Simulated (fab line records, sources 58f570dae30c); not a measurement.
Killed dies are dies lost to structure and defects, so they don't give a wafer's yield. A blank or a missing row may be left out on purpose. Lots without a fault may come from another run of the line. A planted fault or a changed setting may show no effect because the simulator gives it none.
fab line records | flow berkeley_cmos170
record lots=14 wafers=42 last_day=11
route steps=331 shown M1@248 V2@293 M3@326
lots that met no fault: from a run of the same line without faults
start_h: hours from the record's first day to the start of the lot's first wafer shown | wait_h: hours since the lot's step before | " the same as in the row above | L1.1+2: a row that stands for several wafers | - no value, or no start given | * or withheld: withheld | < > ~ a bound
route shown NAME@n: a module of which the file shows steps, and the number in the route of the first | usual: mean/standard deviation of fault-free wafers | same: alike in all rows | chamber/n: place in a boat | sites: the reading at each site | _std_site: their standard deviation | _edge_site: outer sites' mean less inner sites' | radius_mm: how far each site lies from the wafer's centre | mask NAME#n: copy n | behind: the tool/chamber that last shaped the wafer | hold: why the lot was held/for how many hours/how that ended | device: the transistor (n, p or np) that didn't switch | end of line: the same wafers' tests at the end of the route | a step without rows: its recipe alone | killed: dies lost to structure and defects at the first sort, not the wafer's yield | map: a wafer's dies, x killed, . not, _ none there
set.NAME: the setting as run; set.NAME@STEP: as run at that earlier step | model.NAME: the simulator's own value behind a step, which no gauge read
steps of the route over a sample of lots; a table a step, a row a wafer
services: from which hour (start_h, from the record's first day; less than 0 if before it) a tool's chamber was out of use, for how many hours, and why
## steps
# step UCB170_M1_OVL_MEAS_10
# usual M1_OVL=1/6.5
# columns lot.wafer tool chamber start_h wait_h M1_OVL[nm]
L286.2 overlay-02 - 134.83 0.1 5
L286.4 " - " " 3
L286.6 " - " " 1
L291.1 overlay-01 - 162.45 0.1 -2
L291.2 " - " " 5
L291.4 " - " " -2
L290.2 overlay-01 - 162.79 0.1 -2
L290.4 " - " " 0
L290.5 " - " " -4
L293.2 overlay-02 - 167.25 0.1 12
L293.4 " - " " 10
L293.5 " - " " 4
L295.1 overlay-01 - 182.66 0.1 1
L295.3 " - " " -1
L295.4 " - " " 0
L296.1 overlay-01 - 184.77 0.1 3
L296.2 " - " " -1
L296.6 " - " " 3
L297.2 overlay-01 - 191.93 0.1 -2
L297.4 " - " " -4
L297.6 " - " " -5
L300.4 overlay-02 - 209.54 0.1 3
L300.5 " - " " 5
L300.6 " - " " 8
L301.2 overlay-01 - 210.37 0.1 14
L301.3 " - " " 6
L301.6 " - " " 13
L299.1 overlay-02 - 210.64 0.1 6
L299.5 " - " " 10
L299.6 " - " " 0
L302.4 overlay-01 - 227.37 0.1 -6
L302.5 " - " " -2
L302.6 " - " " -5
L303.3 overlay-02 - 229.44 0.1 6
L303.4 " - " " 7
L303.5 " - " " 5
L308.3 overlay-01 - 252.90 0.1 0
L308.4 " - " " 6
L308.6 " - " " 6
L309.1 overlay-02 - 253.13 0.1 -6
L309.2 " - " " -10
L309.5 " - " " -11
# step UCB170_V2_THK_MEAS_01
# recipe reads=SiO2_of_V2_CVD_00
# usual V2_TEOS_THK=2005/24
# columns lot.wafer tool chamber start_h wait_h V2_TEOS_THK[nm]
L286.2 film_metro-01 - 143.69 0.1 1982
L286.4 " - " " 1994
L286.6 " - " " 2019
L291.1 film_metro-01 - 173.04 0.1 2023
L291.2 " - " " 2028
L291.4 " - " " 2045
L290.2 film_metro-02 - 173.55 0.1 1999
L290.4 " - " " 2028
L290.5 " - " " 2013
L293.2 film_metro-02 - 179.01 0.1 1978
L293.4 " - " " 2026
L293.5 " - " " 1999
L295.1 film_metro-03 - 191.77 0.1 1971
L295.3 " - " " 1986
L295.4 " - " " 2017
L296.1 film_metro-02 - 194.64 0.1 1990
L296.2 " - " " 1994
L296.6 " - " " 2023
L297.2 film_metro-03 - 202.30 0.1 1976
L297.4 " - " " 2018
L297.6 " - " " 2022
L299.1 film_metro-01 - 222.74 0.1 1990
L299.5 " - " " 2002
L299.6 " - " " 1983
L300.4 film_metro-02 - 222.82 0.0 2020
L300.5 " - " " 2032
L300.6 " - " " 2025
L301.2 film_metro-03 - 223.03 0.1 1962
L301.3 " - " " 1976
L301.6 " - " " 2001
L302.4 film_metro-01 - 239.13 0.0 2023
L302.5 " - " " 1998
L302.6 " - " " 2019
L303.3 film_metro-01 - 239.51 0.1 1993
L303.4 " - " " 2031
L303.5 " - " " 2028
L308.3 film_metro-01 - 262.77 0.1 2016
L308.4 " - " " 2052
L308.6 " - " " 2038
L309.1 film_metro-02 - 262.88 0.1 1997
L309.2 " - " " 1995
L309.5 " - " " 2032
# step UCB170_V2_OVL_MEAS_13
# usual V2_OVL=2/6
# columns lot.wafer tool chamber start_h wait_h V2_OVL[nm]
L286.2 overlay-02 - 145.54 0.1 -2
L286.4 " - " " -3
L286.6 " - " " -8
L291.1 overlay-02 - 176.25 0.1 -14
L291.2 " - " " -4
L291.4 " - " " -1
L290.2 overlay-02 - 176.98 0.1 9
L290.4 " - " " 3
L290.5 " - " " 7
L293.2 overlay-02 - 180.96 0.1 6
L293.4 " - " " 14
L293.5 " - " " 10
L295.1 overlay-01 - 193.62 0.1 8
L295.3 " - " " 3
L295.4 " - " " 10
L296.1 overlay-01 - 196.31 0.1 6
L296.2 " - " " -4
L296.6 " - " " -5
L297.2 overlay-01 - 204.15 0.1 3
L297.4 " - " " 0
L297.6 " - " " 1
L299.1 overlay-01 - 226.84 0.1 0
L299.5 " - " " 4
L299.6 " - " " 9
L301.2 overlay-01 - 226.94 0.1 7
L301.3 " - " " -1
L301.6 " - " " -1
L300.4 overlay-02 - 227.13 0.1 5
L300.5 " - " " 8
L300.6 " - " " -3
L302.4 overlay-02 - 242.03 0.1 1
L302.5 " - " " -4
L302.6 " - " " -5
L303.3 overlay-01 - 242.14 0.1 0
L303.4 " - " " 2
L303.5 " - " " 4
L308.3 overlay-02 - 268.17 0.1 1
L308.4 " - " " 5
L308.6 " - " " 5
L309.1 overlay-02 - 268.38 0.1 -16
L309.2 " - " " -4
L309.5 " - " " -8
# step UCB170_M3_ETCH_17
# recipe chemistry=N2/H2 target_depth_a=withheld overetch_a=withheld target=BARC time_s=withheld source_w=500 bias_w=98.21 pressure_mtorr=30 n2_flow_sccm=100 h2_flow_sccm=200
# usual bias_w=98.17/0.3 chamber_pressure_mTorr=29.998/0.027 drypump_motor_current_A=5.7/0.42 oes_product_au=0.992/0.015 throttle_valve_pct=13.39/0.15
# columns lot.wafer tool chamber start_h wait_h bias_w chamber_pressure_mTorr drypump_motor_current_A oes_product_au throttle_valve_pct
L286.2 rie_diel-03 1 150.19 0.0 97.77 30.014 5.6 0.966 13.32
L286.4 " 2 " " 98.02 30.021 6.6 1.007 13.67
L286.6 " 3 " " 98.18 29.982 5.5 0.986 13.31
L291.1 rie_diel-03 3 180.08 0.0 98.17 29.960 5.6 1.009 13.31
L291.2 " 0 " " 97.88 30.022 6.0 0.984 13.45
L291.4 " 2 " " 98.05 30.046 6.6 1.006 13.65
L290.2 rie_diel-01 2 180.33 0.0 98.64 29.999 5.3 0.996 13.47
L290.4 " 1 " " 97.95 30.000 5.8 1.007 13.33
L290.5 " 2 " " 98.84 29.991 5.3 0.998 13.47
L293.2 rie_diel-03 0 184.42 0.0 98.14 29.966 6.0 0.992 13.44
L293.4 " 0 " " 97.94 29.992 6.0 0.989 13.45
L293.5 " 1 " " 98.18 29.994 5.6 0.957 13.32
L295.1 rie_diel-04 0 196.23 0.0 98.43 30.018 5.1 0.995 13.35
L295.3 " 1 " " 97.95 30.009 5.1 1.009 13.59
L295.4 " 2 " " 98.03 30.046 5.7 0.965 13.53
L296.1 rie_diel-01 3 199.30 0.0 97.93 30.000 6.0 0.991 13.26
L296.2 " 0 " " 97.67 29.986 5.6 0.990 13.11
L296.6 " 1 " " 98.22 29.970 5.8 1.001 13.33
L297.2 rie_diel-01 1 207.08 0.0 97.73 29.965 5.8 0.995 13.32
L297.4 " 2 " " 97.98 30.027 5.3 0.995 13.46
L297.6 " 0 " " 98.68 30.027 5.6 0.976 13.12
L299.1 rie_diel-03 0 229.74 0.0 97.95 30.001 6.0 0.987 13.44
L299.5 " 0 " " 98.52 30.031 6.0 0.980 13.45
L299.6 " 1 " " 98.18 30.008 5.6 0.965 13.32
L301.2 rie_diel-04 1 229.92 0.0 - - - - -
L301.3 " 0 " " - - - - -
L301.6 " 1 " " - - - - -
L300.4 rie_diel-01 0 230.03 0.0 - - - - -
L300.5 " 1 " " - - - - -
L300.6 " 2 " " - - - - -
L302.4 rie_diel-03 2 245.68 0.0 98.83 30.019 6.6 1.013 13.66
L302.5 " 1 " " 97.94 30.007 5.6 0.965 13.31
L302.6 " 0 " " 98.41 30.029 6.0 0.991 13.45
L303.3 rie_diel-01 1 245.95 0.0 97.73 30.023 5.8 1.002 13.33
L303.4 " 2 " " 97.97 30.007 5.3 1.010 13.47
L303.5 " 1 " " 97.90 29.953 5.8 0.997 13.34
L308.3 rie_diel-04 3 270.94 0.0 98.72 30.016 5.2 1.006 13.21
L308.4 " 2 " " 98.14 30.049 5.7 0.971 13.53
L308.6 " 1 " " 98.56 29.979 5.1 0.995 13.58
L309.1 rie_diel-04 0 271.50 0.0 98.19 29.972 5.1 1.000 13.35
L309.2 " 3 " " 98.09 29.996 5.2 1.016 13.20
L309.5 " 3 " " 97.61 29.996 5.2 1.014 13.20
# step UCB170_M3_METAL_ETCH_18
# recipe chemistry=Cl2/BCl3 target=Al stop_on=SiO2 pressure_mtorr=12 target_depth_a=11700 over_etch_frac=0.3 time_s=195 icp_w=600 bias_w=120 Cl2_flow_sccm=90 bcl3_flow_sccm=45
# usual bcl3_flow_sccm=44.99/0.12 bias_w=120.1/0.39 drypump_motor_current_A=5.8/0.49 oes_product_au=0.852/0.0088 throttle_valve_pct=24.33/0.11
# columns lot.wafer tool chamber start_h wait_h bcl3_flow_sccm bias_w drypump_motor_current_A oes_product_au rf_hours_counter_h throttle_valve_pct
L286.2 rie_metal-03 1 150.23 - 45.13 120.1 6.1 0.857 3.9 24.34
L286.4 " 0 " " 44.97 120.6 6.0 0.856 - 24.31
L286.6 " 0 " " 45.12 120.4 6.0 0.874 - 24.30
L291.1 rie_metal-04 0 180.13 - 45.07 121.0 5.0 0.847 8.6 24.53
L291.2 " 1 " " 45.07 119.9 5.1 0.841 1.3 24.34
L291.4 " 1 " " 45.10 119.9 5.1 0.840 - 24.31
L290.2 rie_metal-03 0 180.37 - 44.87 120.5 6.0 0.862 4.3 24.32
L290.4 " 1 " " 45.09 119.9 6.1 0.850 - 24.32
L290.5 " 1 " " 44.91 120.7 6.1 0.845 - 24.36
L293.2 rie_metal-01 1 184.46 - 44.84 119.8 6.0 0.846 9.9 24.12
L293.4 " 1 " " 44.91 120.3 6.0 0.838 - 24.13
L293.5 " 0 " " 44.90 121.2 6.3 0.851 - 24.32
L295.1 rie_metal-03 0 196.27 - 45.16 120.3 6.0 0.859 4.7 24.31
L295.3 " 0 " " 45.04 120.2 6.0 0.860 - 24.31
L295.4 " 1 " " 44.98 119.8 6.1 0.866 - 24.34
L296.1 rie_metal-01 0 199.34 - 45.00 120.5 6.3 0.843 4.1 24.33
L296.2 " 1 " " 44.97 120.5 6.0 0.832 10.3 24.13
L296.6 " 0 " " 45.09 120.3 6.3 0.839 - 24.32
L297.2 rie_metal-04 0 207.12 - 45.03 120.1 5.0 0.860 9.1 24.54
L297.4 " 0 " " 44.94 120.1 5.0 0.856 - 24.52
L297.6 " 1 " " 45.15 121.0 5.1 0.857 - 24.32
L299.1 rie_metal-03 0 229.79 - 44.92 119.6 6.0 0.860 5.3 24.31
L299.5 " 0 " " 45.08 119.7 6.0 0.848 - 24.31
L299.6 " 1 " " 45.05 119.7 6.1 0.855 - 24.35
L301.2 rie_metal-01 1 229.96 - 44.96 119.9 6.0 0.367 11.0 24.35
L301.3 " 1 " " 45.13 120.1 6.0 0.366 - 24.34
L301.6 " 1 " " 44.87 120.0 6.0 0.367 - 24.37
L300.4 rie_metal-03 1 230.14 - 45.05 120.5 6.1 0.371 - 24.56
L300.5 " 1 " " 45.05 120.1 6.1 0.373 - 24.58
L300.6 " 0 " " 45.20 120.1 6.0 0.377 - 24.55
L302.4 rie_metal-03 0 245.78 - 45.23 119.6 6.0 0.861 - 24.30
L302.5 " 0 " " 45.10 120.0 6.0 0.865 - 24.29
L302.6 " 1 " " 44.98 119.6 6.1 0.851 - 24.35
L303.3 rie_metal-01 0 246.05 - 45.17 119.5 6.3 0.851 - 24.33
L303.4 " 1 " " 45.08 119.9 6.0 0.840 - 24.13
L303.5 " 1 " " 44.98 119.8 6.0 0.837 - 24.11
L308.3 rie_metal-03 1 271.04 - 44.78 120.1 6.1 0.864 - 24.34
L308.4 " 0 " " 45.14 119.8 6.0 0.864 - 24.30
L308.6 " 0 " " 45.03 120.9 6.0 0.861 - 24.28
L309.1 rie_metal-04 1 271.54 - 44.68 120.7 5.1 0.847 3.4 24.32
L309.2 " 0 " " 44.93 120.1 5.0 0.851 10.6 24.54
L309.5 " 0 " " 44.92 119.9 5.0 0.859 - 24.53
# step UCB170_M3_CD_MEAS_90
# recipe target_cd_nm=700
# usual cd_nm=699.9/2.1
# columns lot.wafer tool chamber start_h wait_h cd_nm
L286.2 cd_sem-02 - 150.54 0.1 700.3
L286.4 " - " " 700.1
L286.6 " - " " 700.4
L291.1 cd_sem-02 - 180.41 0.1 696.9
L291.2 " - " " 698.4
L291.4 " - " " 700.5
L290.2 cd_sem-01 - 180.67 0.1 701.6
L290.4 " - " " 703.3
L290.5 " - " " 699.3
L293.2 cd_sem-02 - 184.77 0.1 694.1
L293.4 " - " " 697.7
L293.5 " - " " 696.0
L295.1 cd_sem-01 - 196.56 0.1 701.1
L295.3 " - " " 700.3
L295.4 " - " " 701.3
L296.1 cd_sem-02 - 199.63 0.1 699.4
L296.2 " - " " 703.1
L296.6 " - " " 698.8
L297.2 cd_sem-02 - 207.43 0.1 699.1
L297.4 " - " " 699.5
L297.6 " - " " 698.6
L299.1 cd_sem-02 - 230.07 0.1 700.4
L299.5 " - " " 701.9
L299.6 " - " " 700.5
L301.2 cd_sem-01 - 230.27 0.1 -
L301.3 " - " " -
L301.6 " - " " -
L300.4 cd_sem-02 - 230.42 0.1 -
L300.5 " - " " -
L300.6 " - " " -
L302.4 cd_sem-01 - 246.07 0.1 702.6
L302.5 " - " " 701.3
L302.6 " - " " 699.5
L303.3 cd_sem-02 - 246.31 0.1 701.8
L303.4 " - " " 700.6
L303.5 " - " " 700.8
L308.3 cd_sem-01 - 271.31 0.1 698.1
L308.4 " - " " 696.9
L308.6 " - " " 696.3
L309.1 cd_sem-01 - 271.83 0.1 697.1
L309.2 " - " " 699.3
L309.5 " - " " 697.5
## services
# columns tool chamber start_h hours kind
rie_metal-04 - 133.91 2.8 pm
rie_diel-01 - 139.84 1.0 repair
rie_diel-03 3 169.67 10.1 repair
rie_diel-03 3 180.94 9.5 repair
rie_diel-03 - 197.09 3.0 repair
rie_diel-04 3 201.36 11.7 repair
rie_metal-04 - 229.53 1.4 pm
rie_diel-04 3 240.96 5.7 repair
rie_diel-03 1 263.75 - clean
## key
first_sign step=UCB170_M3_ETCH_17 reading=tool_record direction=missing
effect step=UCB170_M3_METAL_ETCH_18 reading=oes_product_au direction=down sigmas=55 usual=0.852 struck=0.370
effect step=UCB170_M3_CD_MEAS_90 reading=cd_nm direction=missing
met_at UCB170_M3_ETCH_17
struck_lots L300,L301
later_rows_left_out L300.4,L300.5,L300.6,L301.2,L301.3,L301.6
sort_left_out L300.4,L300.5,L300.6,L301.2,L301.3,L301.6
not_acting_at UCB170_M1_OVL_MEAS_10,UCB170_V2_THK_MEAS_01,UCB170_V2_OVL_MEAS_13
onset_between 207.08 229.92
fault kind=skipped_step_whole tool=rie_diel-01,rie_diel-04 chamber=- onset_h=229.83 steps=UCB170_M3_ETCH_17 scope=struck_lots_only
# sort_left_out: the simulated sort isn't trusted on such a fault, so these wafers' sort isn't shown, and their yield isn't known
# later_rows_left_out: the simulator's readings of these wafers behind a module that went badly wrong aren't trusted and aren't shown, but for the sort
